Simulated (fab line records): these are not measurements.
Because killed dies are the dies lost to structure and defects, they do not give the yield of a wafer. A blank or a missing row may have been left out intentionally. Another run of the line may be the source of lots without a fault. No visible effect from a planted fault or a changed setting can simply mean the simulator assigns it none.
A struck lot beside a sound one    flow berkeleyCmos170    23 out of 331 route steps
Sound: the wafers L339.1, L339.3, L339.5. Wafers L349.1, L349.2, L349.6 were the ones struck. The cause is named last.
Per side, at each step with rows, come the tool, then ch with its chambers, and then its first start. Under that, the readings that differ: sound wafers    struck wafers    difference of the means    sigmas: that difference in standard deviations of wafers without a fault.
alike: same words and numbers on both sides, and readings whose means sit less than 2 such deviations apart. not compared: any withheld reading, any reading some wafer has no value for, any bound like >300 that may hide the same value, and any number with overlapping values for which the record gives no deviation.
Wherever a step has rows on one side only, a row that says differs or no value, or a row with sigmas, the two part there. Numbers that don't overlap but have no deviation are shown without sigmas and don't part them. Lack of a reading on every wafer of one side parts them only where that side has two or more wafers.

UCB170_M2_OVL_MEAS_16:
  sound on overlay-01, day 7 15:45; struck on overlay-01, day 9 05:37
  alike: M2_OVL
UCB170_M2_ETCH_17: etches BARC in N2/H2.
  sound on rieDiel-04 ch 1,2, day 7 15:49; struck on rieDiel-03 ch 1,2,3, day 9 05:39
  alike: drypumpMotorCurrentA, oesProductAu, throttleValvePct
UCB170_M2_METAL_ETCH_18: etches Al in Cl2/BCl3, stops on SiO2, target depth 1170 nm, time 195 s.
  sound on rieMetal-01 ch 0,1, day 7 15:52; struck on rieMetal-04 ch 0,1, day 9 05:41
  alike: drypumpMotorCurrentA, oesProductAu, throttleValvePct
  not compared: rfHoursCounterH
UCB170_M2_STRIP_19: strips in O2.
  sound on plasmaAsher-03 ch 0,1, day 7 16:03; struck on plasmaAsher-04 ch 0,1, day 9 05:53
  alike: drypumpMotorCurrentA, oesProductAu
  not compared: rfHoursCounterH
UCB170_M2_CD_MEAS_90: the cd target is 700 nm.
  sound on cdSem-02, day 7 16:09; struck on cdSem-01, day 9 06:02
  alike: cdNm
UCB170_V2_CVD_00: deposits SiO2 from TEOS/O2, target thk 2000 nm, time 250 s.
  sound on pecvd-03 ch 0,1,2, day 7 16:16; struck on pecvd-03 ch 0,2, day 9 06:09
  alike: heaterPowerW
UCB170_V2_THK_MEAS_01:
  sound on filmMetro-03, day 7 16:25; struck on filmMetro-04, day 9 06:19
  alike: V2_TEOS_THK
UCB170_V2_CMP_02: polishes SiO2.
  sound on cmp-02 ch 0,1,3, day 7 16:35; struck on cmp-02 ch 0,1,2, day 9 06:25
  alike: motorCurrentA, retainingRingPressureFrac, slurryFlowMlMin
UCB170_V2_BOW_MEAS_03:
  sound on filmMetro-02, day 7 16:47; struck on filmMetro-04, day 9 06:40
  alike: V2_BOW
UCB170_V2_THK_MEAS_04:
  sound on filmMetro-02, day 7 16:54; struck on filmMetro-04, day 9 06:47
  alike: V2_POLISHED_THK
then, 2 steps without rows for these wafers: UCB170_V2_CLEAN_05 (cleans in DIW); UCB170_V2_HMDS_06 (prime time 60 s).
UCB170_V2_COAT_07: resist thk 900 nm.
  sound on lithoTrack-01 ch 0, day 7 17:37; struck on lithoTrack-02 ch 0, day 9 07:11
reading                             sound              struck           difference  sigmas
model.KrF_of_V2_COAT_07.thkNm (nm)  898.5 901.7 900.9  832.3 834.5 833  -67.1       
then, 4 steps without rows for these wafers: UCB170_V2_SOFTBAKE_08 (time 60 s); UCB170_V2_EXPOSE_09 (exposes mask VIA2, target cd 700 nm); UCB170_V2_PEB_10; UCB170_V2_DEVELOP_11 (develop time 45 s).
UCB170_V2_CD_MEAS_12: the cd target is 700 nm.
  sound on cdSem-01, day 7 18:54; struck on cdSem-01, day 9 08:13
  alike: cdNm
UCB170_V2_OVL_MEAS_13:
  sound on overlay-02, day 7 19:01; struck on overlay-01, day 9 08:20
  alike: V2_OVL
UCB170_V2_ETCH_14: etches SiO2 in CHF3/CF4/Ar, stops on Al, target depth 1250 nm, time 291 s.
  sound on rieDiel-04 ch 0,2, day 7 19:03; struck on rieDiel-04 ch 2,3, day 9 08:22
reading                             sound              struck             difference  sigmas
model.KrF_of_V2_COAT_07.thkNm (nm)  616.8 612.6 618.2  547.9 544.6 547.2  -69.3       
  alike: drypumpMotorCurrentA, oesProductAu, throttleValvePct
  not compared: rfHoursCounterH
UCB170_V2_STRIP_15: strips in O2.
  sound on plasmaAsher-02 ch 0,1, day 7 19:14; struck on plasmaAsher-02 ch 0,1, day 9 08:33
reading                   sound              struck             difference  sigmas
stripTimeToEndpointS (s)  15.46 15.36 15.48  13.83 13.75 13.83  -1.63       -14
  alike: drypumpMotorCurrentA, oesProductAu
  not compared: rfHoursCounterH
UCB170_V2_CD_MEAS_90: the cd target is 700 nm.
  sound on cdSem-01, day 7 19:20; struck on cdSem-01, day 9 08:45
  alike: cdNm
UCB170_M3_PROBE_99:
  record: rows for the struck wafers here (prober-01, day 9 11:48), none for the sound ones

## WHERE THEY PART
At UCB170_V2_STRIP_15 first; at UCB170_M3_PROBE_99 last (within this record only).

WHY: the cause the simulator had injected
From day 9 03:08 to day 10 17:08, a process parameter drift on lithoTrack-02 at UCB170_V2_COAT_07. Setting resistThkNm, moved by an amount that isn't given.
